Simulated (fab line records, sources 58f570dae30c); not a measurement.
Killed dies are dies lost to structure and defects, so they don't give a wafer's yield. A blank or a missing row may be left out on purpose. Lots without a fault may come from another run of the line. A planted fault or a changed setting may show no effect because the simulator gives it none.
Tool commonality check | flow berkeley_cmos170 | 14 lots, 42 wafers sampled

WHY IT WAS OPENED
At UCB170_M1_CD_MEAS_90 the reading cd_nm is flagged on 2 of 14 lots. Wafers without a fault read 701.0 nm, standard deviation 2.5.
Rule: a lot is flagged when every wafer of it that has a number lies more than 4 standard deviations from that mean, or none has a number. The other lots count as sound.

lot  | measured     | on        | cd_nm (nm), wafer by wafer | flag
L643 | day 7 10:09  | cd_sem-01 | 698.5 695.0 698.3          |
L645 | day 7 19:18  | cd_sem-01 | 700.4 699.9 701.4          |
L644 | day 7 19:34  | cd_sem-02 | 698.7 707.8 701.3          |
L647 | day 8 02:14  | cd_sem-01 | 700.9 698.6 699.8          |
L646 | day 8 04:38  | cd_sem-02 | 702.5 701.2 699.1          |
L649 | day 8 09:59  | cd_sem-01 | 700.8 701.2 702.2          |
L651 | day 8 11:50  | cd_sem-02 | 700.9 698.4 699.6          |
L652 | day 9 03:25  | cd_sem-02 | 700.8 700.3 697.4          |
L656 | day 9 23:01  | cd_sem-01 | 688.9 685.7 686.4          | FLAGGED
L655 | day 9 23:37  | cd_sem-02 | 680.5 682.2 683.1          | FLAGGED
L661 | day 11 10:04 | cd_sem-02 | 706.6 702.2 702.0          |
L662 | day 11 20:43 | cd_sem-01 | 699.6 702.1 700.1          |
L664 | day 11 23:59 | cd_sem-02 | 700.2 698.7 700.3          |
L665 | day 12 09:18 | cd_sem-01 | 704.3 702.9 701.7          |
The numbers of the flagged lots are 684.5 nm on average: -16.5 nm against the usual, or -7 standard deviations.

WHICH TOOL RAN EACH LOT
The record holds 4 process steps before the reading, out of a route of 331 steps. In each cell: the tool, then ch and the chambers that the sampled wafers went through, then the start.
lot  | flag    | UCB170_CONTACT_RTA_08            | UCB170_CONTACT_STRIP_19              | UCB170_M1_METAL_ETCH_12           | UCB170_M1_STRIP_13
L643 |         | rtp_anneal-01 ch 0, day 7 04:29  | plasma_asher-03 ch 1, day 7 06:21    | rie_metal-02 ch 0, day 7 09:54    | plasma_asher-04 ch 0,1, day 7 10:02
L645 |         | rtp_anneal-02 ch 0, day 7 15:14  | plasma_asher-04 ch 0,1, day 7 17:01  | rie_metal-03 ch 0,1, day 7 19:04  | plasma_asher-04 ch 0,1, day 7 19:11
L644 |         | rtp_anneal-01 ch 0, day 7 16:07  | plasma_asher-04 ch 0,1, day 7 17:28  | rie_metal-01 ch 0,1, day 7 19:16  | plasma_asher-01 ch 0,1, day 7 19:26
L647 |         | rtp_anneal-02 ch 0, day 7 21:39  | plasma_asher-03 ch 0,1, day 7 23:26  | rie_metal-03 ch 0, day 8 01:52    | plasma_asher-04 ch 0,1, day 8 02:08
L646 |         | rtp_anneal-02 ch 0, day 8 00:10  | plasma_asher-01 ch 1, day 8 02:06    | rie_metal-02 ch 0,1, day 8 04:23  | plasma_asher-02 ch 0,1, day 8 04:31
L649 |         | rtp_anneal-01 ch 0, day 8 06:36  | plasma_asher-03 ch 0,1, day 8 07:54  | rie_metal-03 ch 0,1, day 8 09:45  | plasma_asher-02 ch 0,1, day 8 09:52
L651 |         | rtp_anneal-01 ch 0, day 8 08:23  | plasma_asher-04 ch 0,1, day 8 09:43  | rie_metal-01 ch 0,1, day 8 11:35  | plasma_asher-01 ch 0,1, day 8 11:44
L652 |         | rtp_anneal-02 ch 0, day 8 23:23  | plasma_asher-04 ch 0, day 9 00:47    | rie_metal-03 ch 0,1, day 9 03:10  | plasma_asher-04 ch 0,1, day 9 03:19
L656 | FLAGGED | rtp_anneal-02 ch 0, day 9 19:31  | plasma_asher-04 ch 1, day 9 20:53    | rie_metal-03 ch 0,1, day 9 22:47  | plasma_asher-01 ch 0, day 9 22:55
L655 | FLAGGED | rtp_anneal-02 ch 0, day 9 19:45  | plasma_asher-04 ch 0,1, day 9 21:19  | rie_metal-03 ch 0,1, day 9 23:23  | plasma_asher-04 ch 0,1, day 9 23:30
L661 |         | rtp_anneal-02 ch 0, day 11 05:34 | plasma_asher-04 ch 0,1, day 11 07:45 | rie_metal-01 ch 0,1, day 11 09:32 | plasma_asher-04 ch 1, day 11 09:40
L662 |         | rtp_anneal-02 ch 0, day 11 16:47 | plasma_asher-04 ch 0,1, day 11 18:08 | rie_metal-02 ch 0,1, day 11 20:29 | plasma_asher-04 ch 0,1, day 11 20:37
L664 |         | rtp_anneal-01 ch 0, day 11 19:17 | plasma_asher-03 ch 0,1, day 11 21:17 | rie_metal-01 ch 0,1, day 11 23:44 | plasma_asher-04 ch 0,1, day 11 23:52
L665 |         | rtp_anneal-02 ch 0, day 12 03:48 | plasma_asher-03 ch 0,1, day 12 06:31 | rie_metal-01 ch 0,1, day 12 09:04 | plasma_asher-02 ch 0,1, day 12 09:11
What these steps do:
- UCB170_CONTACT_RTA_08: time 10 s.
- UCB170_CONTACT_STRIP_19: strips in O2.
- UCB170_M1_METAL_ETCH_12: etches Al in Cl2/BCl3, stops on PSG, target depth 780 nm, time 130 s.
- UCB170_M1_STRIP_13: strips in O2.
- UCB170_M1_CD_MEAS_90: target cd 700 nm.

FLAGGED OVER TOTAL, TOOL BY TOOL (the gauges that took the reading come last)
step                    | tool            | lots run | flagged | share of the flagged lots | sound lots run after its first flagged lot
UCB170_CONTACT_RTA_08   | rtp_anneal-01   | 5        | 0       | none                      | -
UCB170_CONTACT_RTA_08   | rtp_anneal-02   | 9        | 2       | all                       | 3 (L661,L662,L665)
UCB170_CONTACT_STRIP_19 | plasma_asher-01 | 1        | 0       | none                      | -
UCB170_CONTACT_STRIP_19 | plasma_asher-03 | 5        | 0       | none                      | -
UCB170_CONTACT_STRIP_19 | plasma_asher-04 | 8        | 2       | all                       | 2 (L661,L662)
UCB170_M1_METAL_ETCH_12 | rie_metal-01    | 5        | 0       | none                      | -
UCB170_M1_METAL_ETCH_12 | rie_metal-02    | 3        | 0       | none                      | -
UCB170_M1_METAL_ETCH_12 | rie_metal-03    | 6        | 2       | all                       | 0
UCB170_M1_STRIP_13      | plasma_asher-01 | 3        | 1       | some                      | 0
UCB170_M1_STRIP_13      | plasma_asher-02 | 3        | 0       | none                      | -
UCB170_M1_STRIP_13      | plasma_asher-04 | 8        | 1       | some                      | 3 (L661,L662,L664)
UCB170_M1_CD_MEAS_90    | cd_sem-01       | 7        | 1       | some                      | 2 (L662,L665)
UCB170_M1_CD_MEAS_90    | cd_sem-02       | 7        | 1       | some                      | 2 (L661,L664)

WHAT THE TABLE ALLOWS
3 rows of the table ran every flagged lot: rtp_anneal-02 at UCB170_CONTACT_RTA_08, plasma_asher-04 at UCB170_CONTACT_STRIP_19, rie_metal-03 at UCB170_M1_METAL_ETCH_12.
- rtp_anneal-02 at UCB170_CONTACT_RTA_08: 2 of its 9 lots flagged. Sound lots ran on it after the first flagged one (L661, L662, L665), which a lasting fault on the whole tool wouldn't allow.
- plasma_asher-04 at UCB170_CONTACT_STRIP_19: 2 of its 8 lots flagged. Sound lots ran on it after the first flagged one (L661, L662), which a lasting fault on the whole tool wouldn't allow.
- rie_metal-03 at UCB170_M1_METAL_ETCH_12: 2 of its 6 lots flagged. Its last sound lot is L652 (day 9 03:10), its first flagged lot L656 (day 9 22:47): a fault that began between those two fits. Its own readings lie more than 4 standard deviations out on every wafer of the flagged lots: oes_product_au, run_length_s.
One tool is left: rie_metal-03 at UCB170_M1_METAL_ETCH_12.

WHAT THE SIMULATOR HAD PUT IN
Process parameter drift: rie_metal-03, from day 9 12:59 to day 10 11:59, at UCB170_M1_METAL_ETCH_12. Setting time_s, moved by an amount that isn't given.
Lots struck among those shown: L656, L655. The rule above found the same.
